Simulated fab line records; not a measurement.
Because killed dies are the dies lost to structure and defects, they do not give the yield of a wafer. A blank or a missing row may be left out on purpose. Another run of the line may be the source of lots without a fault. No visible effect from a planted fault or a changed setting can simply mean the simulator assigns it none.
Split-lot trial | flow rit cmos | 5 lots, 23 wafers read, on a route of 202 steps

ON THE SPLIT
At RIT_ACTIVE_CVD_03 (deposits Si3N4 from SiH2Cl2/NH3, target thk 150 nm, time 1500 s), the setting time s was moved away from the recipe's 1500 s on 10 of the 23 wafers read, by -12.3% to -7.7%. The other wafers ran this setting at the recipe's value.

There is no step in the file separating the split from the reading.

THE READING
ACTIVE_NITRIDE_THK in nanometres, read at RIT_ACTIVE_THK_MEAS_04. Typical for fault-free wafers on this fab line: 149.9 nm, with standard deviation 1.4 nm.

wafer  | tool, chamber at the split | time s as run, s | against the recipe | ACTIVE_NITRIDE_THK, nm | against lot-mates on the recipe
L078.1 | lpcvd-01, 0                | 1500             | recipe             | 152.9                  | -
L078.5 | lpcvd-01, 0                | 1500             | recipe             | 152.3                  | -
L078.6 | lpcvd-01, 0                | 1500             | recipe             | 152.6                  | -
L079.1 | -, -                       | 1500             | recipe             | 150.7                  | -
L079.3 | -, -                       | 1500             | recipe             | 151.5                  | -
L079.4 | -, -                       | 1500             | recipe             | 150.3                  | -
L079.5 | -, -                       | 1500             | recipe             | 151.3                  | -
L079.6 | -, -                       | 1500             | recipe             | 150.8                  | -
L081.1 | -, -                       | 1316             | -12.3%             | 132.2                  | no lot-mate on the recipe
L081.2 | -, -                       | 1316             | -12.3%             | 133.8                  | no lot-mate on the recipe
L081.3 | -, -                       | 1316             | -12.3%             | 132.1                  | no lot-mate on the recipe
L081.5 | -, -                       | 1316             | -12.3%             | 133.2                  | no lot-mate on the recipe
L081.6 | -, -                       | 1316             | -12.3%             | 132.1                  | no lot-mate on the recipe
L083.1 | -, -                       | 1500             | recipe             | 148.4                  | -
L083.2 | -, -                       | 1500             | recipe             | 148.4                  | -
L083.4 | -, -                       | 1500             | recipe             | 149.4                  | -
L083.5 | -, -                       | 1500             | recipe             | 148.3                  | -
L083.6 | -, -                       | 1500             | recipe             | 148.3                  | -
L085.1 | -, -                       | 1384             | -7.7%              | 137.6                  | no lot-mate on the recipe
L085.2 | -, -                       | 1384             | -7.7%              | 139.0                  | no lot-mate on the recipe
L085.3 | -, -                       | 1384             | -7.7%              | 138.4                  | no lot-mate on the recipe
L085.4 | -, -                       | 1384             | -7.7%              | 139.3                  | no lot-mate on the recipe
L085.5 | -, -                       | 1384             | -7.7%              | 138.0                  | no lot-mate on the recipe

FIT RESULTS
A straight line over all 23 wafers: ACTIVE_NITRIDE_THK changes by +1.47 nm for each +1% of time s; r = +0.98; the points scatter about the line by 1.4 nm.
Too few moved wafers have a lot-mate on the recipe to fit a line with each lot's own level taken away.

THE WHOLE CHAIN: every reading that the file lists as answering this split, in the file's order
step                   | what it does                                                        | reading                                                                        | change (the file's fit)              | r (the file's)
RIT_ACTIVE_CVD_03      | deposits Si3N4 from SiH2Cl2/NH3, target thk 150 nm, time 1500 s     | Si3N4_of_ACTIVE_CVD_03.thk nm (the simulator's own value, which no gauge read) | +1.46 nm for each +1% of the setting | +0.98
RIT_ACTIVE_THK_MEAS_04 |                                                                     | ACTIVE_NITRIDE_THK                                                             | +1.46 for each +1% of the setting    | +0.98
RIT_ACTIVE_ETCH_13     | etches Si3N4 in SF6, stops on SiO2, time 210 s, target depth 210 nm | ACTIVE.feature depth nm (the simulator's own value, which no gauge read)       | +1.56 nm for each +1% of the setting | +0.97
RIT_ACTIVE_ETCH_13     | etches Si3N4 in SF6, stops on SiO2, time 210 s, target depth 210 nm | etch.depth nm (the simulator's own value, which no gauge read)                 | +1.46 nm for each +1% of the setting | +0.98
RIT_FOX2_OXIDATION_00  | target thk 350.7 nm, ox time 1130 s                                 | Si3N4_of_ACTIVE_CVD_03.thk nm (the simulator's own value, which no gauge read) | +1.43 nm for each +1% of the setting | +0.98

FILE'S OWN FIT
ACTIVE_NITRIDE_THK changes by +1.46 nm for each +1% of time s, r = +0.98.
